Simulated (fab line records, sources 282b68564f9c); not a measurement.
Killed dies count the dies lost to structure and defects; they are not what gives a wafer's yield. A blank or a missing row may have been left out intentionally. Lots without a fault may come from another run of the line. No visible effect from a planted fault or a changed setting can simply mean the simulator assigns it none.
fab line records	flow rit_cmos
[record] lots = 7	wafers = 21	last_day = 6
route steps=202 shown CONTACT@172 M1@184
lots untouched by any fault: they come from a run of this same line in which no faults occurred
start_h: start of the lot's first displayed wafer, in hours after the record's first day	wait_h: hours since the lot's step before	" unchanged from the row above	L1.1+2: a row that stands for several wafers	- either no value or no given start	* or withheld: withheld	< > ~ a bound
route shown NAME@n: NAME is a module with steps in the file, n the number in the route of the first one	usual: mean/standard deviation taken from wafers without a fault	same: alike in all rows	chamber/n: place in a boat	sites: each site's reading	_std_site: standard deviation of those values	_edge_site: mean of outer sites minus mean of inner sites	radius_mm: how far each site lies from the wafer's centre	mask NAME#n: copy n	behind: tool/chamber where the wafer was last shaped	hold: what put the lot on hold/how long, in hours/how the hold closed	device: the transistor (n, p or np) that didn't switch	end of line: at the end of the route, the tests of the same wafers	where a step has no rows: the recipe by itself	killed: dies lost to structure and defects at the first sort, not the wafer's yield	map: dies across one wafer; x = killed, . = not, _ = none there
set.NAME: the setting the step ran with; set.NAME@STEP: the setting that earlier step ran with	model.NAME: the simulator's own value behind a step, which no gauge read
certain route steps with their lots: each step a table, each wafer a row
services: the hour from which a tool's chamber was out of use, counted from the record's first day as start_h (under 0 if before that day), plus the number of hours and why
[[steps]]
[step RIT_CONTACT_SOFTBAKE_04]
[recipe] resist = NOVOLAK	temp_c = 90	time_s = 60
[step RIT_CONTACT_EXPOSE_05]
[recipe] mask_id = M11	na = 0.6	source_shape = conventional	sigma_outer = 0.5	target_cd_nm = 1000	dose_mj = 250
[step RIT_CONTACT_PEB_06]
[recipe] resist = NOVOLAK	temp_c = withheld	time_s = withheld
[step RIT_CONTACT_DEVELOP_07]
[recipe] resist = NOVOLAK	develop_time_s = 120	dev_temp_c = 23
[step RIT_CONTACT_CD_MEAS_08]
[recipe] target_cd_nm = 1000
[usual] cd_nm = 999.4/2.2
lot.wafer	tool	chamber	start_h	wait_h	cd_nm
L967.2	cd_sem-01	-	67.90	-	998.7
L967.3	"	-	"	"	998.3
L967.4	"	-	"	"	997.4
L971.2	cd_sem-02	-	83.40	-	996.5
L971.3	"	-	"	"	998.5
L971.4	"	-	"	"	1000.4
L972.2	cd_sem-01	-	87.22	-	994.5
L972.3	"	-	"	"	995.1
L972.6	"	-	"	"	994.8
L973.1	cd_sem-02	-	96.16	-	1004.3
L973.2	"	-	"	"	1002.8
L973.5	"	-	"	"	1004.4
L975.1	cd_sem-01	-	106.70	-	999.3
L975.4	"	-	"	"	999.4
L975.5	"	-	"	"	998.9
L976.1	cd_sem-02	-	109.00	-	1000.9
L976.4	"	-	"	"	1001.5
L976.6	"	-	"	"	1000.5
L980.1	cd_sem-02	-	129.97	-	998.3
L980.2	"	-	"	"	996.9
L980.6	"	-	"	"	998.2
[step RIT_CONTACT_OVL_MEAS_09]
[usual] CONTACT_OVL = -0.3/1.3
lot.wafer	tool	chamber	start_h	wait_h	CONTACT_OVL[nm]
L967.2	overlay-01	-	68.01	0.1	-1.0
L967.3	"	-	"	"	-1.7
L967.4	"	-	"	"	-1.4
L971.2	overlay-01	-	83.51	0.1	0.4
L971.3	"	-	"	"	-0.1
L971.4	"	-	"	"	-2.2
L972.2	overlay-02	-	87.32	0.1	1.7
L972.3	"	-	"	"	1.6
L972.6	"	-	"	"	0.9
L973.1	overlay-02	-	96.28	0.1	-1.7
L973.2	"	-	"	"	-0.2
L973.5	"	-	"	"	-1.0
L975.1	overlay-02	-	106.82	0.1	1.2
L975.4	"	-	"	"	0.8
L975.5	"	-	"	"	2.7
L976.1	overlay-02	-	109.12	0.1	-0.1
L976.4	"	-	"	"	-0.1
L976.6	"	-	"	"	0.7
L980.1	overlay-02	-	130.09	0.1	0.5
L980.2	"	-	"	"	-1.6
L980.6	"	-	"	"	-1.2
[step RIT_CONTACT_HARDBAKE_10]
[recipe] resist = NOVOLAK	temp_c = 140	time_s = 60
[step RIT_CONTACT_ETCH_11]
[recipe] target_depth_a = 4800	over_etch_frac = 0.2	stop_on = TiSi2	chemistry = CHF3/CF4/Ar	target = SiO2	CHF3_flow_sccm = 50	cf4_flow_sccm = 10	Ar_flow_sccm = 100	O2_flow_sccm = 5	pressure_mtorr = 100	rf_w = 200	time_s = 320
[usual] drypump_motor_current_A = 5.6/0.54	oes_product_au = 0.994/0.01	throttle_valve_pct = 8.81/0.14
lot.wafer	tool	chamber	start_h	wait_h	drypump_motor_current_A	oes_product_au	rf_hours_counter_h	throttle_valve_pct
L967.2	rie_diel-01	3	68.19	0.1	6.7	1.009	79	8.78
L967.3	"	1	"	"	6.0	0.999	147	8.99
L967.4	"	0	"	"	6.2	0.995	142	8.93
L971.2	rie_diel-03	1	83.69	0.1	5.1	0.986	134	8.81
L971.3	"	3	"	"	5.8	1.004	119	8.60
L971.4	"	0	"	"	4.9	1.011	13	9.07
L972.2	rie_diel-02	3	87.50	0.1	5.1	0.993	9	8.69
L972.3	"	0	"	"	5.7	0.980	90	8.75
L972.6	"	0	"	"	5.7	0.976	-	8.75
L973.1	rie_diel-02	0	96.46	0.1	5.8	0.979	90	8.75
L973.2	"	2	"	"	5.5	0.991	50	8.88
L973.5	"	2	"	"	5.5	0.993	-	8.89
L975.1	rie_diel-03	0	107.10	0.1	4.9	1.008	13	9.06
L975.4	"	2	"	"	5.1	0.975	41	8.77
L975.5	"	2	"	"	5.1	0.978	-	8.77
L976.1	rie_diel-02	3	109.31	0.1	5.1	0.991	9	8.68
L976.4	"	3	"	"	5.1	0.995	-	8.66
L976.6	"	3	"	"	5.1	0.996	-	8.67
L980.1	rie_diel-03	0	130.28	0.1	4.9	1.008	14	9.06
L980.2	"	1	"	"	5.0	0.999	135	8.81
L980.6	"	1	"	"	5.0	0.993	-	8.82
[step RIT_CONTACT_STRIP_12]
[recipe] chemistry = O2	time_s = 180	resist = NOVOLAK	platen_temp_c = withheld	power_w = 500	pressure_mtorr = 4000	o2_flow_sccm = 4000
[usual] drypump_motor_current_A = 5.6/0.41
lot.wafer	tool	chamber	start_h	wait_h	drypump_motor_current_A	rf_hours_counter_h
L967.2	plasma_asher-03	0	68.38	0.1	5.2	23
L967.3	"	1	"	"	5.4	-
L967.4	"	0	"	"	5.2	-
L971.2	plasma_asher-02	1	83.88	0.1	5.3	47
L971.3	"	0	"	"	6.2	-
L971.4	"	1	"	"	5.2	-
L972.2	plasma_asher-04	1	87.70	0.1	6.1	44
L972.3	"	1	"	"	6.1	-
L972.6	"	1	"	"	6.1	-
L973.1	plasma_asher-04	1	96.66	0.1	6.0	45
L973.2	"	0	"	"	5.3	45
L973.5	"	1	"	"	6.0	-
L975.1	plasma_asher-03	0	107.30	0.1	5.2	27
L975.4	"	1	"	"	5.4	-
L975.5	"	1	"	"	5.4	-
L976.1	plasma_asher-04	0	109.60	0.2	5.3	46
L976.4	"	0	"	"	5.3	-
L976.6	"	1	"	"	6.1	-
L980.1	plasma_asher-02	0	130.47	0.1	6.2	1
L980.2	"	1	"	"	5.3	1
L980.6	"	0	"	"	6.2	-
[step RIT_CONTACT_CD_MEAS_90]
[recipe] target_cd_nm = 1000
[usual] cd_nm = 999.3/2.2
lot.wafer	tool	chamber	start_h	wait_h	cd_nm
L967.2	cd_sem-02	-	68.58	0.1	998.1
L967.3	"	-	"	"	998.2
L967.4	"	-	"	"	997.2
L971.2	cd_sem-01	-	84.08	0.1	996.3
L971.3	"	-	"	"	998.7
L971.4	"	-	"	"	1000.4
L972.2	cd_sem-02	-	87.89	0.1	995.2
L972.3	"	-	"	"	994.8
L972.6	"	-	"	"	994.7
L973.1	cd_sem-01	-	96.83	0.1	1004.1
L973.2	"	-	"	"	1002.3
L973.5	"	-	"	"	1004.1
L975.1	cd_sem-02	-	107.47	0.1	999.7
L975.4	"	-	"	"	998.9
L975.5	"	-	"	"	998.4
L976.1	cd_sem-01	-	109.78	0.1	1000.8
L976.4	"	-	"	"	1001.6
L976.6	"	-	"	"	1000.9
L980.1	cd_sem-01	-	130.65	0.1	998.5
L980.2	"	-	"	"	996.5
L980.6	"	-	"	"	997.8
[step RIT_CONTACT_CLEAN_13]
[recipe] chemistry = SC1	mix = 3:3:50	time_s = 600	temp_c = 75
[step RIT_CONTACT_CLEAN_14]
[recipe] chemistry = SC2	mix = 3:3:50	time_s = 600	temp_c = 75	dry = n2_spin
[step RIT_M1_SPUTTER_00]
[recipe] material = Al	target_thk_nm = 400	power_w = 2000	chamber_pressure_pa = 0.4	gas = Ar	time_s = 500	substrate_temp_c = 25
[usual] throttle_valve_pct = 29.9/0.89
lot.wafer	tool	chamber	start_h	wait_h	throttle_valve_pct
L967.2	pvd_sputter-04	-	69.03	0.0	29.6
L967.3	"	-	"	"	28.8
L967.4	"	-	"	"	31.2
L971.2	pvd_sputter-04	-	84.73	0.0	29.9
L971.3	"	-	"	"	31.2
L971.4	"	-	"	"	29.2
L972.2	pvd_sputter-01	-	88.55	0.0	30.5
L972.3	"	-	"	"	30.2
L972.6	"	-	"	"	30.3
L973.1	pvd_sputter-04	-	97.32	0.0	29.1
L973.2	"	-	"	"	31.2
L973.5	"	-	"	"	29.1
L973.1	pvd_sputter-04	-	97.78	0.3	29.0
L973.2	"	-	"	"	31.0
L973.5	"	-	"	"	29.0
L975.1	pvd_sputter-04	-	107.96	0.0	29.2
L975.4	"	-	"	"	30.3
L975.5	"	-	"	"	30.2
L976.1	pvd_sputter-02	-	110.28	0.0	30.8
L976.4	"	-	"	"	31.4
L976.6	"	-	"	"	29.9
L976.1	pvd_sputter-02	-	110.74	0.3	30.6
L976.4	"	-	"	"	30.9
L976.6	"	-	"	"	29.9
L980.1	pvd_sputter-01	-	131.15	0.0	30.9
L980.2	"	-	"	"	30.1
L980.6	"	-	"	"	28.5
L980.1	pvd_sputter-01	-	131.61	0.3	30.8
L980.2	"	-	"	"	30.7
L980.6	"	-	"	"	28.2
[step RIT_M1_RS_MEAS_01]
[recipe] thk_meas_gauge = four-point-probe	reads = Al_of_M1_SPUTTER_00
[usual] M1_AL_RS = 0.0729/0.00083
lot.wafer	tool	chamber	start_h	wait_h	M1_AL_RS[ohm/sq]
L967.2	film_metro-01	-	69.34	0.2	0.0723
L967.3	"	-	"	"	0.0723
L967.4	"	-	"	"	0.0732
L971.2	film_metro-01	-	85.05	0.2	0.0730
L971.3	"	-	"	"	0.0735
L971.4	"	-	"	"	0.0727
L972.2	film_metro-04	-	88.86	0.2	0.0737
L972.3	"	-	"	"	0.0742
L972.6	"	-	"	"	0.0737
L973.1	film_metro-04	-	98.07	0.1	0.0363
L973.2	"	-	"	"	0.0365
L973.5	"	-	"	"	0.0361
L975.1	film_metro-02	-	108.25	0.1	0.0721
L975.4	"	-	"	"	0.0726
L975.5	"	-	"	"	0.0732
L976.1	film_metro-04	-	111.03	0.1	0.0358
L976.4	"	-	"	"	0.0361
L976.6	"	-	"	"	0.0363
L980.1	film_metro-04	-	131.91	0.1	0.0365
L980.2	"	-	"	"	0.0366
L980.6	"	-	"	"	0.0363
[step RIT_M1_THK_MEAS_02]
[recipe] thk_meas_gauge = xrf	reads = Al_of_M1_SPUTTER_00
[usual] M1_AL_THK = 401/6
lot.wafer	tool	chamber	start_h	wait_h	M1_AL_THK[nm]
L967.2	film_metro-01	-	69.45	0.1	397
L967.3	"	-	"	"	399
L967.4	"	-	"	"	392
L971.2	film_metro-01	-	85.16	0.1	395
L971.3	"	-	"	"	395
L971.4	"	-	"	"	398
L972.2	film_metro-04	-	88.97	0.1	395
L972.3	"	-	"	"	394
L972.6	"	-	"	"	396
L973.1	film_metro-04	-	98.28	0.2	794
L973.2	"	-	"	"	793
L973.5	"	-	"	"	791
L975.1	film_metro-02	-	108.37	0.1	409
L975.4	"	-	"	"	405
L975.5	"	-	"	"	401
L976.1	film_metro-04	-	111.15	0.1	804
L976.4	"	-	"	"	799
L976.6	"	-	"	"	803
L980.1	film_metro-04	-	132.03	0.1	791
L980.2	"	-	"	"	783
L980.6	"	-	"	"	790
[step RIT_M1_HMDS_03]
[recipe] prime_time_s = 60	prime_temp_c = 140
[step RIT_M1_COAT_04]
[recipe] resist = NOVOLAK	spin_rpm = 2000	resist_thk_nm = 1300
[step RIT_M1_SOFTBAKE_05]
[recipe] resist = NOVOLAK	temp_c = 90	time_s = 60
[step RIT_M1_EXPOSE_06]
[recipe] mask_id = M12	na = 0.6	source_shape = conventional	sigma_outer = 0.5	target_cd_nm = 2600	dose_mj = 250
[step RIT_M1_PEB_07]
[recipe] resist = NOVOLAK	temp_c = withheld	time_s = withheld
[step RIT_M1_DEVELOP_08]
[recipe] resist = NOVOLAK	develop_time_s = 68	dev_temp_c = 23
[step RIT_M1_CD_MEAS_09]
[recipe] target_cd_nm = 2600
[usual] cd_nm = 2600.4/2.4
lot.wafer	tool	chamber	start_h	wait_h	cd_nm
L967.2	cd_sem-01	-	70.48	-	2596.8
L967.3	"	-	"	"	2602.3
L967.4	"	-	"	"	2598.6
L971.2	cd_sem-02	-	86.23	-	2596.7
L971.3	"	-	"	"	2597.5
L971.4	"	-	"	"	2596.8
L972.2	cd_sem-01	-	89.92	-	2601.3
L972.3	"	-	"	"	2601.4
L972.6	"	-	"	"	2600.6
L973.1	cd_sem-02	-	99.45	-	2597.5
L973.2	"	-	"	"	2598.3
L973.5	"	-	"	"	2598.6
L975.1	cd_sem-01	-	109.44	-	2601.0
L975.4	"	-	"	"	2601.4
L975.5	"	-	"	"	2603.4
L976.1	cd_sem-01	-	112.16	-	2599.1
L976.4	"	-	"	"	2599.3
L976.6	"	-	"	"	2602.2
L980.1	cd_sem-02	-	132.97	-	2601.3
L980.2	"	-	"	"	2598.8
L980.6	"	-	"	"	2598.9
[step RIT_M1_OVL_MEAS_10]
[usual] M1_OVL = -1.1/1.4
lot.wafer	tool	chamber	start_h	wait_h	M1_OVL[nm]
L967.2	overlay-02	-	70.58	0.1	-3.2
L967.3	"	-	"	"	-2.2
L967.4	"	-	"	"	-0.1
L971.2	overlay-01	-	86.34	0.1	-2.1
L971.3	"	-	"	"	-0.8
L971.4	"	-	"	"	-0.6
L972.2	overlay-01	-	90.03	0.1	-1.2
L972.3	"	-	"	"	-2.3
L972.6	"	-	"	"	-2.1
L973.1	overlay-02	-	99.57	0.1	-1.0
L973.2	"	-	"	"	0.9
L973.5	"	-	"	"	-0.2
L975.1	overlay-01	-	109.56	0.1	-2.5
L975.4	"	-	"	"	-0.6
L975.5	"	-	"	"	-0.9
L976.1	overlay-02	-	112.28	0.1	-0.4
L976.4	"	-	"	"	-0.5
L976.6	"	-	"	"	-0.1
L980.1	overlay-01	-	133.09	0.1	-0.8
L980.2	"	-	"	"	-0.3
L980.6	"	-	"	"	1.0
[step RIT_M1_HARDBAKE_11]
[recipe] resist = NOVOLAK	temp_c = 140	time_s = 120
[step RIT_M1_METAL_ETCH_12]
[recipe] stop_on = SiO2	chemistry = Cl2/BCl3	target = Al	time_s = 165	over_etch_frac = 0.5	pressure_mtorr = 100	target_depth_a = 6000	rf_w = 250	Cl2_flow_sccm = 60	bcl3_flow_sccm = 50
[usual] drypump_motor_current_A = 5.9/0.57	mfc_cl2_sccm = 60.03/0.16	oes_product_au = 0.787/0.01	throttle_valve_pct = 8.33/0.088
lot.wafer	tool	chamber	start_h	wait_h	drypump_motor_current_A	mfc_cl2_sccm	oes_product_au	rf_hours_counter_h	throttle_valve_pct	model.etch.depth_nm	model.M1.feature_depth_nm
L967.2	rie_metal-02	1	71.11	0.2	5.7	60.30	0.798	-	8.25	404.4	436.2
L967.3	"	1	"	"	5.7	60.14	0.796	-	8.27	404.8	436.3
L967.4	"	1	"	"	5.7	60.21	0.797	-	8.28	399.7	431.4
L971.2	rie_metal-03	0	86.74	0.2	6.5	59.71	0.795	38	8.39	400.9	432.1
L971.3	"	0	"	"	6.6	59.87	0.788	-	8.38	398.1	429.6
L971.4	"	1	"	"	4.9	59.63	0.790	-	8.27	402.6	435.5
L972.2	rie_metal-04	1	90.31	0.2	6.5	60.01	0.779	4	8.31	398.2	430.4
L972.3	"	1	"	"	6.5	59.86	0.771	-	8.31	395.7	427.9
L972.6	"	0	"	"	6.0	59.97	0.764	-	8.52	398.6	430.2
L973.1	rie_metal-02	1	99.85	0.2	5.7	59.97	0.999	3	8.21	580.3	580.3
L973.2	"	1	"	"	5.7	59.86	1.010	-	8.22	584.2	584.2
L973.5	"	1	"	"	5.7	59.91	0.994	-	8.24	580.8	580.8
L975.1	rie_metal-04	0	109.84	0.2	5.9	59.88	0.783	4	8.50	407.1	438.8
L975.4	"	1	"	"	6.5	60.09	0.791	-	8.31	404	436.7
L975.5	"	1	"	"	6.5	60.21	0.784	-	8.32	400.9	433.6
L976.1	rie_metal-02	1	112.56	0.2	5.7	60.12	0.987	4	8.23	575.6	575.6
L976.4	"	1	"	"	5.7	60.45	0.994	-	8.22	579.8	579.8
L976.6	"	1	"	"	5.7	60.10	0.994	-	8.22	574.7	574.7
L980.1	rie_metal-03	0	133.37	0.2	6.6	59.71	1.003	38	8.36	589.2	589.2
L980.2	"	1	"	"	4.9	60.23	1.028	35	8.23	613.2	613.2
L980.6	"	1	"	"	4.9	60.22	1.015	-	8.23	611.1	611.1
[step RIT_M1_STRIP_13]
[recipe] chemistry = nmp	resist = NOVOLAK	temp_c = 80	time_s = 600	dry = n2_spin
[step RIT_M1_PROBE_99]
[usual] defect_limited_yield = 97.4/1.2	killed_at_M0_to_M3 = 0.0/0.18	killed_at_front_end = 7/3	killed_dies = 7/3.1	killed_on_rim = 1.9/1.5	killed_open = 3.3/1.8	killed_short = 3.6/2	sort_bin_3_pad_short = 0.1/0.22	sort_bin_5_function = 1.4/0.84	sort_bin_6_memory = 1.0/0.67	sort_n_pass = 257/3.1	sort_yield_pct = 97.4/1.2
[same] gross_dies = 264	killed_at_M4_up = 0	killed_at_back_side = 0	killed_at_contacts = 0	killed_at_other = 0
lot.wafer	tool	chamber	start_h	wait_h	defect_limited_yield[%]	killed_at_M0_to_M3	killed_at_front_end	killed_dies	killed_on_rim	killed_open	killed_short	sort_bin_3_pad_short[%]	sort_bin_5_function[%]	sort_bin_6_memory[%]	sort_n_pass	sort_yield_pct[%]
L967.2	prober-01	-	73.52	0.1	98.5	0	4	4	3	2	2	0	0.8	0.8	260	98.5
L967.3	prober-01	-	73.57	0.2	97.3	1	6	7	1	4	3	0.4	0.8	1.5	257	97.3
L967.4	prober-01	-	73.62	0.2	98.9	0	3	3	0	1	2	0.4	0.8	0	261	98.9
L971.2	prober-01	-	89.04	0.1	98.1	0	5	5	0	2	3	0.4	0.8	0.8	259	98.1
L971.3	prober-01	-	89.09	0.2	99.2	0	2	2	1	1	1	0	0.4	0.4	262	99.2
L971.4	prober-01	-	89.14	0.2	97.7	0	6	6	3	1	5	0	1.5	0.8	258	97.7
L972.2	prober-02	-	92.61	0.1	97.7	0	6	6	0	2	4	0.4	0.8	1.1	258	97.7
L972.3	prober-02	-	92.66	0.2	97.7	0	6	6	3	5	1	0	1.5	0.8	258	97.7
L972.6	prober-02	-	92.81	0.2	97.7	0	6	6	4	4	2	0	1.5	0.8	258	97.7
L973.1	prober-01	-	102.46	0.1	0	262	2	264	70	1	1	0	100.0	0	0	0
L973.2	prober-01	-	102.51	0.1	0	255	9	264	70	4	5	0	97.3	2.7	0	0
L973.5	prober-01	-	102.66	0.2	0	257	7	264	70	4	3	0.4	97.7	1.9	0	0
L975.1	prober-01	-	112.27	0.1	98.5	0	4	4	1	1	3	0	0.4	1.1	260	98.5
L975.4	prober-01	-	112.42	0.2	97.3	0	7	7	1	4	3	0	1.9	0.8	257	97.3
L975.5	prober-01	-	112.47	0.2	97.0	0	8	8	2	4	4	0.4	1.1	1.5	256	97.0
L976.1	prober-02	-	114.98	0.1	0	253	11	264	70	6	5	0	98.9	1.1	0	0
L976.4	prober-02	-	115.13	0.2	0	262	2	264	70	2	0	0	99.6	0.4	0	0
L976.6	prober-02	-	115.23	0.2	0	258	6	264	70	1	5	0.8	98.9	0.4	0	0
L980.1	prober-02	-	135.87	0.1	0	260	4	264	70	2	2	0	99.6	0.4	0	0
L980.2	prober-02	-	135.92	0.1	0	262	2	264	70	1	1	0	99.6	0.4	0	0
L980.6	prober-02	-	136.12	0.2	0	257	7	264	70	4	3	0	98.9	1.1	0	0
// killed by level:class
L967.2 FOX1:geometric_particle:open=1 SPACER:geometric_particle:short=1 SILICIDE:geometric_particle:open=1 SILICIDE:geometric_particle:short=1
L967.3 REOX:geometric_particle:open=2 FOX2:geometric_particle:open=1 GATE:geometric_particle:short=1 GATE:geometric_particle:open=1 SPACER:geometric_particle:short=1 M1:geometric_particle:short=1
L967.4 FOX1:geometric_particle:open=1 REOX:geometric_particle:short=1 SILICIDE:geometric_particle:short=1
L971.2 SILICIDE:geometric_particle:short=2 GATE:geometric_particle:open=1 GATE:geometric_particle:short=1 REOX:geometric_particle:open=1
L971.3 GATE:geometric_particle:short=1 GATE:geometric_particle:open=1
L971.4 GATE:geometric_particle:short=4 GATE:geometric_particle:open=1 REOX:geometric_particle:short=1
L972.2 GATE:geometric_particle:short=2 FOX2:geometric_particle:short=1 GATE:geometric_particle:open=1 REOX:geometric_particle:short=1 SPACER:geometric_particle:open=1
L972.3 GATE:geometric_particle:open=4 FOX1:geometric_particle:short=1 SPACER:geometric_particle:open=1
L972.6 REOX:geometric_particle:open=3 FOX1:geometric_particle:open=1 GATE:geometric_particle:short=1 REOX:geometric_particle:short=1
L973.1 M1:area_etch=262 FOX1:geometric_particle:open=1 SILICIDE:geometric_particle:short=1
L973.2 M1:area_etch=254 GATE:geometric_particle:open=3 GATE:geometric_particle:short=3 REOX:geometric_particle:open=1 SPACER:geometric_particle:short=1 SILICIDE:geometric_particle:short=1 M1:coat_microbubble_printed=1
L973.5 M1:area_etch=257 GATE:geometric_particle:open=3 FOX1:geometric_particle:open=1 FOX1:geometric_particle:short=1 GATE:geometric_particle:short=1 REOX:geometric_particle:short=1
L975.1 FOX1:geometric_particle:open=1 FOX1:geometric_particle:short=1 GATE:geometric_particle:short=1 SPACER:geometric_particle:short=1
L975.4 SILICIDE:geometric_particle:open=3 GATE:geometric_particle:short=1 REOX:geometric_particle:short=1 SPACER:geometric_particle:short=1 STARTING-WAFER:geometric_particle:open=1
L975.5 REOX:geometric_particle:short=3 SPACER:geometric_particle:open=3 GATE:geometric_particle:open=1 GATE:geometric_particle:short=1
L976.1 M1:area_etch=253 REOX:geometric_particle:open=2 SILICIDE:geometric_particle:open=2 FOX1:geometric_particle:open=1 FOX1:geometric_particle:short=1 GATE:geometric_particle:short=1 REOX:geometric_particle:short=1 SPACER:geometric_particle:short=1
L976.4 M1:area_etch=262 FOX1:geometric_particle:open=1 SPACER:geometric_particle:open=1
L976.6 M1:area_etch=258 GATE:geometric_particle:short=2 FOX1:geometric_particle:open=1 REOX:geometric_particle:short=1 SPACER:geometric_particle:short=1 SILICIDE:geometric_particle:short=1
L980.1 M1:area_etch=260 FOX1:geometric_particle:short=2 GATE:geometric_particle:open=1 SPACER:geometric_particle:open=1
L980.2 M1:area_etch=262 GATE:geometric_particle:short=1 GATE:geometric_particle:open=1
L980.6 M1:area_etch=257 GATE:geometric_particle:open=2 ACTIVE:geometric_particle:short=1 REOX:geometric_particle:open=1 REOX:geometric_particle:short=1 SPACER:geometric_particle:short=1 SILICIDE:geometric_particle:open=1
// map L973.1 (x killed, . not)
________xxxxxxx_______
_____xxxxxxxxxxxxx____
____xxxxxxxxxxxxxxx___
___xxxxxxxxxxxxxxxxx__
__xxxxxxxxxxxxxxxxxxx_
__xxxxxxxxxxxxxxxxxxx_
_xxxxxxxxxxxxxxxxxxxxx
_xxxxxxxxxxxxxxxxxxxxx
_xxxxxxxxxxxxxxxxxxxxx
_xxxxxxxxxxxxxxxxxxxxx
__xxxxxxxxxxxxxxxxxxx_
__xxxxxxxxxxxxxxxxxxx_
___xxxxxxxxxxxxxxxxx__
____xxxxxxxxxxxxxxx___
_____xxxxxxxxxxxxx____
________xxxxxxx_______
// map L976.1 (x killed, . not)
________xxxxxxx_______
_____xxxxxxxxxxxxx____
____xxxxxxxxxxxxxxx___
___xxxxxxxxxxxxxxxxx__
__xxxxxxxxxxxxxxxxxxx_
__xxxxxxxxxxxxxxxxxxx_
_xxxxxxxxxxxxxxxxxxxxx
_xxxxxxxxxxxxxxxxxxxxx
_xxxxxxxxxxxxxxxxxxxxx
_xxxxxxxxxxxxxxxxxxxxx
__xxxxxxxxxxxxxxxxxxx_
__xxxxxxxxxxxxxxxxxxx_
___xxxxxxxxxxxxxxxxx__
____xxxxxxxxxxxxxxx___
_____xxxxxxxxxxxxx____
________xxxxxxx_______
[[services]]
tool	chamber	start_h	hours	kind
rie_diel-03	-	45.61	2.8	pm
rie_metal-02	0	46.48	102.1	repair
rie_diel-03	0	65.07	4.6	repair
plasma_asher-04	-	66.74	3.4	repair
pvd_sputter-02	-	69.07	2.4	repair
rie_diel-02	1	77.01	33.7	repair
pvd_sputter-02	-	94.72	1.7	repair
rie_diel-02	0	105.67	10.8	repair
plasma_asher-03	-	107.98	6.8	repair
plasma_asher-02	-	108.75	9.0	pm
plasma_asher-02	0	108.75	9.0	vent_cycle
plasma_asher-02	1	108.75	9.0	vent_cycle
rie_diel-01	2	117.40	-	clean
rie_diel-01	2	117.40	20.2	scheduled_down
rie_diel-01	2	117.40	20.2	vent_cycle
plasma_asher-02	0	117.75	-	clean
plasma_asher-02	1	117.75	-	clean
rie_diel-02	1	122.31	3.4	repair
[[key]]
[first_sign] step = RIT_M1_SPUTTER_00	reading = visit	direction = added
[effect] step = RIT_M1_RS_MEAS_01	reading = M1_AL_RS	direction = down	sigmas = 44	usual = 0.0729	struck = 0.0363
[effect] step = RIT_M1_THK_MEAS_02	reading = M1_AL_THK	direction = up	sigmas = 66	usual = 401	struck = 794
[effect] step = RIT_M1_METAL_ETCH_12	reading = oes_product_au	direction = up	sigmas = 21	usual = 0.787	struck = 1.003
[effect] step = RIT_M1_PROBE_99	reading = killed_at_M0_to_M3	direction = up	sigmas = 99+	usual = 0.0	struck = 258.4
[model_effect] step = RIT_M1_METAL_ETCH_12	value = etch.depth_nm	without = 399.9	struck = 587.7
[more_kills_born_at] RIT_M1_METAL_ETCH_12@rie_metal-02 = 1546	RIT_M1_METAL_ETCH_12@rie_metal-03 = 779
met_at RIT_M1_SPUTTER_00
struck_wafers L973.1,L973.2,L973.5,L976.1,L976.4,L976.6,L980.1,L980.2,L980.6
later_rows_left_out L973.1,L973.2,L973.5,L976.1,L976.4,L976.6,L980.1,L980.2,L980.6
[fault] kind = repeated_step_whole	tool = pvd_sputter-01,pvd_sputter-02,pvd_sputter-04	chamber = -	onset_h = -	steps = RIT_M1_SPUTTER_00	times = 1	scope = struck_lots_only
// later_rows_left_out: the simulator's readings of these wafers behind a module that went badly wrong aren't trusted and aren't shown, but for the sort
